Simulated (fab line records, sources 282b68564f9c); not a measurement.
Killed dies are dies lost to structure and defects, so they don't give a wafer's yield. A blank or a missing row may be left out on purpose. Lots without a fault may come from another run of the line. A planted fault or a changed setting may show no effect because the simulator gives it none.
fab line records | flow rit_cmos
record lots=14 wafers=42 last_day=7
route steps=202 shown FOX1@20
lots that met no fault: from a run of the same line without faults
start_h: hours from the record's first day to the start of the lot's first wafer shown | wait_h: hours since the lot's step before | " the same as in the row above | L1.1+2: a row that stands for several wafers | - no value, or no start given | * or withheld: withheld | < > ~ a bound
route shown NAME@n: a module of which the file shows steps, and the number in the route of the first | usual: mean/standard deviation of fault-free wafers | same: alike in all rows | chamber/n: place in a boat | sites: the reading at each site | _std_site: their standard deviation | _edge_site: outer sites' mean less inner sites' | radius_mm: how far each site lies from the wafer's centre | mask NAME#n: copy n | behind: the tool/chamber that last shaped the wafer | hold: why the lot was held/for how many hours/how that ended | device: the transistor (n, p or np) that didn't switch | end of line: the same wafers' tests at the end of the route | a step without rows: its recipe alone | killed: dies lost to structure and defects at the first sort, not the wafer's yield | map: a wafer's dies, x killed, . not, _ none there
set.NAME: the setting as run; set.NAME@STEP: as run at that earlier step | model.NAME: the simulator's own value behind a step, which no gauge read
steps of the route over a sample of lots; a table a step, a row a wafer
services: from which hour (start_h, from the record's first day; less than 0 if before it) a tool's chamber was out of use, for how many hours, and why
## steps
# step RIT_FOX1_OXIDATION_00
# recipe temp_c=1100 ambient=H2O target_thk_a=3507 p_h2o_torr=720 ox_time_s=1130
# usual spike_tc_centre_C=1102.4/1.4 spike_tc_load_C=1128.0/1.5 spike_tc_source_C=1122/4 tube_center_temp_C=1100/0.093 tube_center_temp_C_max=1102.8/0.44
# columns lot.wafer tool chamber start_h wait_h spike_tc_centre_C spike_tc_load_C spike_tc_source_C tube_center_temp_C tube_center_temp_C_max
L280.1 furnace-01 0 16.54 0.0 1102.7 1125.5 1127 1100.1 1102.2
L280.4 " 0 " " 1102.0 1127.0 1125 1100.1 1102.9
L280.6 " 0 " " 1101.9 1127.2 1125 1100.1 1104.0
L281.1 furnace-04 0 22.05 0.5 1103.2 1127.9 1118 1100 1102.6
L281.3 " 0 " " 1103.0 1129.8 1120 1100 1102.7
L281.4 " 0 " " 1102.7 1128.7 1117 1099.9 1102.5
L282.2 furnace-04 0 25.92 0.3 1106.0 1129.8 1118 1100.1 1102.9
L282.4 " 0 " " 1104.0 1130.5 1118 1100 1102.5
L282.6 " 0 " " 1104.9 1132.2 1118 1099.9 1103.0
L283.3 furnace-04 0 32.85 1.6 1104.2 1128.9 1119 1100.2 1103.0
L283.4 " 0 " " 1104.6 1129.3 1118 1100.1 1103.5
L283.5 " 0 " " 1105.0 1129.6 1116 1099.9 1102.5
L284.2 furnace-03 0 36.91 0.7 1101.4 1127.3 1125 1100 1103.4
L284.4 " 0 " " 1101.6 1129.0 1126 1099.9 1102.4
L284.6 " 0 " " 1102.2 1128.1 1125 1100 1102.3
L285.1 furnace-01 0 43.13 1.2 1100.5 1124.7 1128 1099.9 1102.8
L285.2 " 0 " " 1101.4 1126.5 1124 1100 1102.5
L285.5 " 0 " " 1102.1 1125.0 1125 1100 1103.3
L286.1 furnace-03 0 47.88 2.4 1101.3 1127.1 1125 1099.9 1102.4
L286.2 " 0 " " 1101.1 1127.7 1126 1100 1102.9
L286.6 " 0 " " 1102.5 1127.6 1123 1100 1102.7
L287.3 furnace-03 0 52.54 0.0 1101.5 1128.3 1126 1099.9 1103.1
L287.4 " 0 " " 1102.4 1128.4 1125 1100 1102.6
L287.6 " 0 " " 1101.3 1127.7 1125 1100.1 1103.6
L288.2 furnace-03 0 55.85 0.0 1077.3 1104.4 1101 1074.9 1077.1
L288.3 " 0 " " 1075.3 1102.1 1099 1074.9 1077.5
L288.6 " 0 " " 1077.8 1103.3 1099 1074.9 1077.5
L290.1 furnace-04 0 68.05 0.2 1104.8 1129.5 1118 1100 1102.6
L290.2 " 0 " " 1104.4 1129.3 1117 1100.1 1102.3
L290.6 " 0 " " 1103.7 1128.7 1117 1100 1103.0
L294.3 furnace-03 0 87.40 0.9 1074.8 1102.4 1102 1074.9 1077.7
L294.5 " 0 " " 1078.6 1101.1 1099 1075 1078.3
L294.6 " 0 " " 1076.8 1103.7 1100 1074.9 1077.3
L297.1 furnace-01 0 101.02 0.2 1102.2 1126.7 1125 1099.9 1102.3
L297.2 " 0 " " 1101.2 1126.4 1127 1100 1102.6
L297.6 " 0 " " 1099.6 1124.9 1126 1100.1 1102.6
L300.1 furnace-04 0 117.25 1.6 1103.6 1128.4 1117 1100.1 1102.9
L300.5 " 0 " " 1103.8 1129.6 1117 1099.9 1103.1
L300.6 " 0 " " 1104.6 1130.2 1116 1100.1 1102.6
L301.2 furnace-04 0 121.12 0.3 1103.6 1129.6 1116 1100.1 1103.5
L301.3 " 0 " " 1104.7 1131.3 1117 1100 1102.9
L301.4 " 0 " " 1103.5 1131.1 1118 1100 1102.8
# step RIT_FOX1_THK_MEAS_01
# recipe reads=SiO2_of_FOX1_OXIDATION_00
# usual FOX1_OXIDE_THK=353/8.4
# columns lot.wafer tool chamber start_h wait_h FOX1_OXIDE_THK[nm]
L280.1 film_metro-03 - 17.86 0.0 352
L280.4 " - " " 351
L280.6 " - " " 360
L281.1 film_metro-01 - 23.37 0.0 363
L281.3 " - " " 360
L281.4 " - " " 355
L282.2 film_metro-03 - 27.24 0.0 357
L282.4 " - " " 360
L282.6 " - " " 354
L283.3 film_metro-01 - 34.18 0.0 355
L283.4 " - " " 365
L283.5 " - " " 365
L284.2 film_metro-03 - 38.23 0.0 359
L284.4 " - " " 361
L284.6 " - " " 359
L285.1 film_metro-03 - 44.44 0.0 353
L285.2 " - " " 353
L285.5 " - " " 350
L286.1 film_metro-01 - 49.19 0.0 349
L286.2 " - " " 353
L286.6 " - " " 355
L287.3 film_metro-01 - 53.88 0.0 345
L287.4 " - " " 342
L287.6 " - " " 350
L288.2 film_metro-01 - 57.17 0.0 302
L288.3 " - " " 310
L288.6 " - " " 307
L290.1 film_metro-01 - 69.36 0.0 357
L290.2 " - " " 357
L290.6 " - " " 350
L294.3 film_metro-03 - 88.73 0.0 303
L294.5 " - " " 305
L294.6 " - " " 300
L297.1 film_metro-03 - 102.34 0.0 342
L297.2 " - " " 340
L297.6 " - " " 347
L300.1 film_metro-01 - 118.57 0.0 361
L300.5 " - " " 364
L300.6 " - " " 367
L301.2 film_metro-01 - 122.44 0.0 363
L301.3 " - " " 369
L301.4 " - " " 372
## services
# columns tool chamber start_h hours kind
furnace-03 - 27.62 2.6 pm
furnace-04 - 63.59 3.1 pm
## key
first_sign step=RIT_FOX1_OXIDATION_00 reading=tube_center_temp_C direction=down sigmas=99+ usual=* struck=*
effect step=RIT_FOX1_OXIDATION_00 reading=tube_center_temp_C_max direction=down sigmas=58 usual=* struck=*
effect step=RIT_FOX1_THK_MEAS_01 reading=FOX1_OXIDE_THK direction=down sigmas=5.8 usual=353 struck=305
met_at RIT_FOX1_OXIDATION_00
struck_lots L288,L294
tester_left_out L288,L294
onset_between 52.54 55.85
fault kind=process_parameter_drift tool=furnace-03 chamber=- onset_h=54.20 steps=RIT_FOX1_OXIDATION_00 channel=temp_c offset=* shape=step end_h=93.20 acts_in=* stated=*
# tester_left_out: of these lots the tester's yield and bins aren't shown, on N5 and GAA mostly nor the transistor test; their killed dies are dies lost to structure and defects alone, not to doping, threshold or leakage, so they don't give the yield
